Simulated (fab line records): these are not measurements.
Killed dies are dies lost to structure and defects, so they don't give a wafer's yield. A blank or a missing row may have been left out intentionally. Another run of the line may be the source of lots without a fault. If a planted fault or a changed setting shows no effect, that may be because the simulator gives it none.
2 desks looking at one fault || flow berkeley cmos170 || numbers are kept per desk, each desk with only its own; the story behind them comes last

== AT THE METROLOGY DESK ==
What the gauges read, lot by lot, whatever tool the lot ran on: means of the sampled wafers that have a number. Any lot whose mean is over 4 standard deviations away from the usual mean is out of limits and marked OUT; that distance is given in the brackets.
Columns: A = V2_OVL at UCB170_V2_OVL_MEAS_13, usual -4 nm; B = cd nm at UCB170_V2_CD_MEAS_90, usual 700.1 nm; C = M3_AL_RS at UCB170_M3_RS_MEAS_02, usual 0.0322 ohm/sq; D = M3_AL_THK at UCB170_M3_THK_MEAS_03, usual 901 nm
{"lot": "L494", "first seen here": "day 7 11:28", "A": -3, "B": 701.2, "C": 0.0327, "D": 879}
{"lot": "L495", "first seen here": "day 7 11:44", "A": -6, "B": 699.1, "C": 0.0319, "D": 913}
{"lot": "L498", "first seen here": "day 8 03:10", "A": -4, "B": 701.7, "C": 0.0320, "D": 912}
{"lot": "L497", "first seen here": "day 8 03:26", "A": -3, "B": 698.6, "C": 0.0324, "D": 897}
{"lot": "L499", "first seen here": "day 8 17:25", "A": -11, "B": 699.1, "C": 0.0319, "D": 910}
{"lot": "L500", "first seen here": "day 8 17:44", "A": 2, "B": 699.4, "C": 0.0321, "D": 908}
{"lot": "L503", "first seen here": "day 9 18:43", "A": -8, "B": 702.1, "C": 0.0327, "D": 884}
{"lot": "L504", "first seen here": "day 9 21:10", "A": -12, "B": 700.1, "C": 0.0322, "D": 902}
{"lot": "L505", "first seen here": "day 10 01:25", "A": 1, "B": 701.1, "C": 0.0328, "D": 892}
{"lot": "L506", "first seen here": "day 10 01:35", "A": -3, "B": 698.9, "C": "0.0529 (+53) OUT", "D": "551 (-29) OUT"}
{"lot": "L507", "first seen here": "day 10 15:56", "A": -2, "B": 698.7, "C": "0.0525 (+52) OUT", "D": "559 (-29) OUT"}
{"lot": "L508", "first seen here": "day 10 16:48", "A": -8, "B": 700.6, "C": 0.0321, "D": 902}
{"lot": "L511", "first seen here": "day 11 04:29", "A": -1, "B": 701.9, "C": 0.0322, "D": 895}
{"lot": "L517", "first seen here": "day 12 20:49", "A": -8, "B": 700.0, "C": 0.0318, "D": 911}
This desk reports L506, L507 out of limits; the earliest was L506 at day 10 02:10 (M3_AL_RS at UCB170_M3_RS_MEAS_02). L494, L495, L498, L497, L499, L500, L503, L504, L505, L508, L511, L517: within limits.

== DESK OF THE TOOL OWNER: pvd sputter-02 ==
The tool's own readings at UCB170_M3_SPUTTER_01 (material Al, target thk 900 nm, time 120 s): means of the sampled wafers that have a number, for each lot that ran on this tool. Any lot whose mean is over 4 standard deviations away from the usual mean is out of limits and marked OUT; that distance is given in the brackets.
Columns: A = cathode dc power W at UCB170_M3_SPUTTER_01, usual 6000.0 W; B = throttle valve pct at UCB170_M3_SPUTTER_01, usual 30.0 %
{"lot": "L495", "first seen here": "day 7 12:14", "A": 6000.2, "B": 30.2}
{"lot": "L498", "first seen here": "day 8 03:40", "A": 6000.4, "B": 30.0}
{"lot": "L499", "first seen here": "day 8 17:55", "A": 6000.1, "B": 30.4}
{"lot": "L506", "first seen here": "day 10 02:05", "A": "3663.7 (-99 or more) OUT", "B": 30.6}
{"lot": "L507", "first seen here": "day 10 16:26", "A": "3663.7 (-99 or more) OUT", "B": 29.9}
This desk's verdict: out of limits on L506, L507, starting with L506 at day 10 02:05 (cathode dc power W at UCB170_M3_SPUTTER_01). L495, L498, L499: within limits.

== ALL TOGETHER ==
On L506, L507, at day 10 02:05, an alarm was possible from the tool owner's desk.
The metrology desk could have raised an alarm at day 10 02:10, on L506, L507.
UCB170_M3_SPUTTER_01 was run on pvd sputter-02 by each of the lots named.

== WHAT THE SIMULATOR HAD INSERTED ==
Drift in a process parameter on pvd sputter-02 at UCB170_M3_SPUTTER_01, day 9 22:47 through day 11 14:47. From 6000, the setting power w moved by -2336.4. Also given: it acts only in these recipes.
Lots struck among those shown: L506, L507.
Time in hours from fault onset to the first out-of-limits reading at each desk: tool owner's desk 3, metrology desk 3.
